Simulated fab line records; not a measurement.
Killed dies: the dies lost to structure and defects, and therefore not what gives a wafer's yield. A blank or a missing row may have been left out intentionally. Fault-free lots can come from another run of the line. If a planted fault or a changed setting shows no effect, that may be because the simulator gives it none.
Which tool was responsible? | flow berkeley_cmos170 | 45 wafers from 15 lots sampled at 7 of the route's 331 steps

WHAT THE GAUGES READ, wafer by wafer
UCB170_GATE_THK_MEAS_02. Usual: GATE_OXIDE_THK 6.62 nm, standard deviation 0.13.
lot  | measured     | on            | GATE_OXIDE_THK (nm) | flag
L694 | day 5 18:19  | film_metro-01 | 6.35 6.38 6.41      |
L696 | day 6 08:04  | film_metro-03 | 6.64 6.61 6.54      |
L695 | day 6 08:04  | film_metro-01 | 6.50 6.66 6.53      |
L698 | day 6 19:19  | film_metro-02 | 6.52 6.48 6.50      |
L701 | day 7 10:54  | film_metro-02 | 6.60 6.78 6.51      |
L700 | day 7 10:54  | film_metro-03 | 6.69 6.67 6.58      |
L702 | day 7 10:57  | film_metro-01 | 6.74 6.72 6.89      |
L703 | day 8 01:26  | film_metro-02 | 6.76 6.70 6.83      |
L704 | day 8 14:43  | film_metro-03 | 6.74 6.79 6.84      |
L711 | day 9 08:57  | film_metro-03 | 6.61 6.76 6.72      |
L712 | day 10 10:37 | film_metro-01 | 6.64 6.58 6.74      |
L713 | day 10 10:39 | film_metro-03 | 6.56 6.50 6.55      |
L714 | day 10 14:50 | film_metro-03 | 6.54 6.46 6.51      |
L715 | day 10 14:51 | film_metro-02 | 6.74 6.64 6.65      |
L716 | day 11 05:02 | film_metro-02 | 6.58 6.50 6.63      |

UCB170_PSD_TW_MEAS_10. Usual: PSD_TW 2345, standard deviation 20.
lot  | measured     | on            | PSD_TW         | flag
L694 | day 6 15:05  | film_metro-04 | 2339 2362 2356 |
L696 | day 7 03:22  | film_metro-01 | 2318 2322 2319 |
L695 | day 7 03:32  | film_metro-03 | 2346 2340 2340 |
L698 | day 7 13:16  | film_metro-03 | 2335 2348 2341 |
L701 | day 8 06:43  | film_metro-01 | 2335 2318 2330 |
L700 | day 8 10:32  | film_metro-04 | 2365 2349 2367 |
L702 | day 8 10:41  | film_metro-03 | 30 30 30       | OFF
L703 | day 9 00:28  | film_metro-01 | 30 30 30       | OFF
L704 | day 9 11:56  | film_metro-04 | 31 30 30       | OFF
L711 | day 10 02:47 | film_metro-03 | 2366 2357 2377 |
L712 | day 11 06:55 | film_metro-01 | 2332 2333 2333 |
L713 | day 11 05:49 | film_metro-01 | 2318 2337 2345 |
L714 | day 11 06:05 | film_metro-04 | 2341 2344 2349 |
L715 | day 11 06:50 | film_metro-04 | 2347 2343 2343 |
L716 | day 12 00:26 | film_metro-03 | 2344 2351 2349 |

UCB170_SDANNEAL_RS_MEAS_02: the measuring method here is four-point-probe. Usual: PSD_RS 75.5 ohm/sq, standard deviation 0.39.
lot  | measured     | on            | PSD_RS (ohm/sq)   | flag
L694 | day 6 18:56  | film_metro-03 | 75.4 75.2 75.1    |
L696 | day 7 06:04  | film_metro-04 | 75.8 75.7 75.7    |
L695 | day 7 06:52  | film_metro-04 | 75.9 75.2 75.4    |
L698 | day 7 17:29  | film_metro-04 | 75.4 75.5 75.7    |
L701 | day 8 11:16  | film_metro-04 | 75.1 75.2 75.4    |
L700 | day 8 15:09  | film_metro-04 | 75.6 75.5 75.5    |
L702 | day 8 15:10  | film_metro-01 | 132.8 132.9 132.9 | OFF
L703 | day 9 03:22  | film_metro-01 | 132.8 132.7 133.1 | OFF
L704 | day 9 16:58  | film_metro-04 | 132.6 132.9 132.9 | OFF
L711 | day 10 10:23 | film_metro-04 | 75.8 75.6 75.5    |
L712 | day 11 11:26 | film_metro-01 | 75.8 75.9 75.7    |
L713 | day 11 09:49 | film_metro-03 | 75.3 75.5 75.3    |
L714 | day 11 10:10 | film_metro-04 | 75.4 75.4 75.3    |
L715 | day 11 10:52 | film_metro-03 | 76.1 76.1 76.0    |
L716 | day 12 05:05 | film_metro-04 | 74.7 74.8 74.3    |

EACH LOT AND THE TOOL THAT RAN IT (in order: tool; ch and the chambers of the sampled wafers; start)
lot  | UCB170_PVT_STRIP_08                  | UCB170_PSD_IMPLANT_08           | UCB170_PSD_STRIP_09                  | UCB170_BACKSIDE_STRIP_03
L694 | plasma_asher-03 ch 0,1, day 5 13:23  | implanter-03 ch 0, day 6 14:52  | plasma_asher-04 ch 0,1, day 6 14:59  | plasma_asher-04 ch 0,1, day 6 18:32
L696 | plasma_asher-03 ch 0,1, day 6 03:04  | implanter-03 ch 0, day 7 03:07  | plasma_asher-04 ch 0,1, day 7 03:16  | plasma_asher-02 ch 0,1, day 7 05:34
L695 | plasma_asher-04 ch 0,1, day 6 03:27  | implanter-01 ch 0, day 7 03:18  | plasma_asher-02 ch 1, day 7 03:25    | plasma_asher-01 ch 1, day 7 06:26
L698 | plasma_asher-02 ch 0,1, day 6 13:40  | implanter-04 ch 0, day 7 13:01  | plasma_asher-03 ch 0,1, day 7 13:10  | plasma_asher-01 ch 0,1, day 7 17:05
L701 | plasma_asher-02 ch 0,1, day 7 06:10  | implanter-03 ch 0, day 8 06:28  | plasma_asher-02 ch 0,1, day 8 06:37  | plasma_asher-01 ch 0, day 8 10:52
L700 | plasma_asher-03 ch 0,1, day 7 06:53  | implanter-01 ch 0, day 8 10:17  | plasma_asher-02 ch 0,1, day 8 10:26  | plasma_asher-04 ch 0,1, day 8 14:27
L702 | plasma_asher-04 ch 0,1, day 7 07:01  | implanter-04, day 8 10:28       | plasma_asher-04 ch 0,1, day 8 10:35  | plasma_asher-01 ch 0,1, day 8 14:46
L703 | plasma_asher-03 ch 0, day 7 18:56    | implanter-01, day 9 00:13       | plasma_asher-03 ch 0, day 9 00:22    | plasma_asher-01 ch 0,1, day 9 02:58
L704 | plasma_asher-02 ch 0,1, day 8 06:58  | implanter-01, day 9 11:43       | plasma_asher-02 ch 0,1, day 9 11:51  | plasma_asher-02 ch 0,1, day 9 16:14
L711 | plasma_asher-03 ch 0,1, day 9 06:06  | implanter-01 ch 0, day 10 02:34 | plasma_asher-02 ch 0,1, day 10 02:42 | plasma_asher-04 ch 0,1, day 10 09:32
L712 | plasma_asher-03 ch 0,1, day 10 06:49 | implanter-04 ch 0, day 11 06:42 | plasma_asher-02 ch 0,1, day 11 06:50 | plasma_asher-02 ch 0,1, day 11 10:59
L713 | plasma_asher-03 ch 0,1, day 10 07:03 | implanter-04 ch 0, day 11 05:34 | plasma_asher-03 ch 0,1, day 11 05:43 | plasma_asher-01 ch 0,1, day 11 09:25
L714 | plasma_asher-02 ch 0,1, day 10 10:26 | implanter-03 ch 0, day 11 05:50 | plasma_asher-04 ch 0,1, day 11 05:59 | plasma_asher-04 ch 0,1, day 11 09:46
L715 | plasma_asher-04 ch 0,1, day 10 10:48 | implanter-01 ch 0, day 11 06:37 | plasma_asher-03 ch 0,1, day 11 06:44 | plasma_asher-04 ch 0,1, day 11 10:28
L716 | plasma_asher-03 ch 0, day 11 00:19   | implanter-01 ch 0, day 12 00:11 | plasma_asher-03 ch 0,1, day 12 00:20 | plasma_asher-01 ch 1, day 12 04:40
- UCB170_PVT_STRIP_08: strips in O2.
- UCB170_PSD_IMPLANT_08
- UCB170_PSD_STRIP_09: strips in O2.
- UCB170_BACKSIDE_STRIP_03: strips in O2.

AS READ BY THE TOOLS THEMSELVES (means over the sampled wafers that have a number; for cases with no such wafer, the mark the record gives instead)
UCB170_PVT_STRIP_08. Usual: drypump_motor_current_A 5.9 A, standard deviation 0.46; oes_product_au 0.734 a.u., standard deviation 0.0046; strip_time_to_endpoint_s 21.65 s, standard deviation 0.055.
lot  | tool            | drypump_motor_current_A (A) | oes_product_au (a.u.) | strip_time_to_endpoint_s (s) | flag
L694 | plasma_asher-03 | 6.1                         | 0.735                 | 21.55                        |
L696 | plasma_asher-03 | 6.0                         | 0.733                 | 21.68                        |
L695 | plasma_asher-04 | 5.9                         | 0.738                 | 21.68                        |
L698 | plasma_asher-02 | 5.3                         | 0.734                 | 21.61                        |
L701 | plasma_asher-02 | 5.3                         | 0.741                 | 21.62                        |
L700 | plasma_asher-03 | 6.0                         | 0.736                 | 21.62                        |
L702 | plasma_asher-04 | 6.3                         | 0.737                 | 21.71                        |
L703 | plasma_asher-03 | 6.3                         | 0.731                 | 21.70                        |
L704 | plasma_asher-02 | 5.3                         | 0.734                 | 21.70                        |
L711 | plasma_asher-03 | 6.0                         | 0.735                 | 21.67                        |
L712 | plasma_asher-03 | 6.0                         | 0.734                 | 21.58                        |
L713 | plasma_asher-03 | 6.1                         | 0.730                 | 21.68                        |
L714 | plasma_asher-02 | 5.3                         | 0.733                 | 21.65                        |
L715 | plasma_asher-04 | 6.3                         | 0.735                 | 21.66                        |
L716 | plasma_asher-03 | 6.2                         | 0.730                 | 21.69                        |

UCB170_PSD_IMPLANT_08. Usual: beam_energy_keV 20.001, standard deviation 0.0065; beam_on_s 9.98 s, standard deviation 0.2.
lot  | tool         | beam_energy_keV | beam_on_s (s) | flag
L694 | implanter-03 | 20.003          | 9.87          |
L696 | implanter-03 | 20.011          | 10.05         |
L695 | implanter-01 | 19.998          | 9.89          |
L698 | implanter-04 | 20.009          | 9.99          |
L701 | implanter-03 | 20.002          | 9.96          |
L700 | implanter-01 | 19.993          | 10.04         |
L702 | implanter-04 | -               | -             | OFF
L703 | implanter-01 | -               | -             | OFF
L704 | implanter-01 | -               | -             | OFF
L711 | implanter-01 | 20.000          | 10.03         |
L712 | implanter-04 | 20.007          | 10.11         |
L713 | implanter-04 | 19.996          | 9.83          |
L714 | implanter-03 | 20.005          | 9.98          |
L715 | implanter-01 | 19.995          | 10.14         |
L716 | implanter-01 | 20.001          | 10.06         |

UCB170_PSD_STRIP_09. Usual: drypump_motor_current_A 5.8 A, standard deviation 0.47; oes_product_au 0.600 a.u., standard deviation 0.0044; strip_time_to_endpoint_s 29.41 s, standard deviation 0.084.
lot  | tool            | drypump_motor_current_A (A) | oes_product_au (a.u.) | strip_time_to_endpoint_s (s) | flag
L694 | plasma_asher-04 | 6.3                         | 0.601                 | 29.39                        |
L696 | plasma_asher-04 | 6.2                         | 0.602                 | 29.35                        |
L695 | plasma_asher-02 | 5.4                         | 0.603                 | 29.48                        |
L698 | plasma_asher-03 | 6.1                         | 0.597                 | 29.43                        |
L701 | plasma_asher-02 | 5.3                         | 0.602                 | 29.49                        |
L700 | plasma_asher-02 | 5.3                         | 0.600                 | 29.49                        |
L702 | plasma_asher-04 | 5.9                         | 0.733                 | 21.70                        | OFF
L703 | plasma_asher-03 | 6.2                         | 0.731                 | 21.59                        | OFF
L704 | plasma_asher-02 | 5.3                         | 0.734                 | 21.60                        | OFF
L711 | plasma_asher-02 | 5.3                         | 0.601                 | 29.35                        |
L712 | plasma_asher-02 | 5.3                         | 0.603                 | 29.34                        |
L713 | plasma_asher-03 | 6.1                         | 0.602                 | 29.41                        |
L714 | plasma_asher-04 | 6.3                         | 0.599                 | 29.46                        |
L715 | plasma_asher-03 | 6.1                         | 0.603                 | 29.34                        |
L716 | plasma_asher-03 | 6.2                         | 0.600                 | 29.56                        |

UCB170_BACKSIDE_STRIP_03. Usual: drypump_motor_current_A 5.8 A, standard deviation 0.69; oes_product_au 0.735 a.u., standard deviation 0.004; strip_time_to_endpoint_s 21.97 s, standard deviation 0.061.
lot  | tool            | drypump_motor_current_A (A) | oes_product_au (a.u.) | strip_time_to_endpoint_s (s) | flag
L694 | plasma_asher-04 | 5.9                         | 0.736                 | 22.05                        |
L696 | plasma_asher-02 | 5.3                         | 0.736                 | 21.96                        |
L695 | plasma_asher-01 | 6.6                         | 0.740                 | 22.02                        |
L698 | plasma_asher-01 | 6.0                         | 0.734                 | 22.01                        |
L701 | plasma_asher-01 | 4.9                         | 0.738                 | 21.97                        |
L700 | plasma_asher-04 | 6.2                         | 0.736                 | 21.97                        |
L702 | plasma_asher-01 | 6.0                         | 0.737                 | 22.05                        |
L703 | plasma_asher-01 | 6.1                         | 0.734                 | 21.99                        |
L704 | plasma_asher-02 | 5.3                         | 0.737                 | 21.98                        |
L711 | plasma_asher-04 | 6.2                         | 0.736                 | 21.98                        |
L712 | plasma_asher-02 | 5.3                         | 0.735                 | 21.91                        |
L713 | plasma_asher-01 | 6.1                         | 0.737                 | 21.88                        |
L714 | plasma_asher-04 | 6.2                         | 0.734                 | 21.92                        |
L715 | plasma_asher-04 | 5.9                         | 0.737                 | 21.96                        |
L716 | plasma_asher-01 | 6.6                         | 0.734                 | 21.91                        |

THE ANSWER, worked out from the rows above alone
Rule: a lot is off if the mean of its wafers that have a number lies more than 3 standard deviations from the usual mean. Also off: a lot with no number at a reading for which 4 or more lots have one. Where the step has rows for the other lots, those lots are counted as sound. First the gauges in route order, then the tools' own readings, where a lot's mean is used as printed above. At the first step where some lot is off, the reading lying furthest off is the one used; lots without a number count as furthest.
Off: L702, L703, L704, seen at UCB170_PSD_TW_MEAS_10 (PSD_TW).
A tool fits if, at a process step before that reading, it ran every lot that is off, and no sound lot after the first of them. Not tried: the gauges at UCB170_PSD_TW_MEAS_10; whatever is off there is also off at UCB170_PSD_IMPLANT_08, on other tools, and gauge error can't account for it. None of those tried fits.

WHAT WAS PUT IN BY THE SIMULATOR
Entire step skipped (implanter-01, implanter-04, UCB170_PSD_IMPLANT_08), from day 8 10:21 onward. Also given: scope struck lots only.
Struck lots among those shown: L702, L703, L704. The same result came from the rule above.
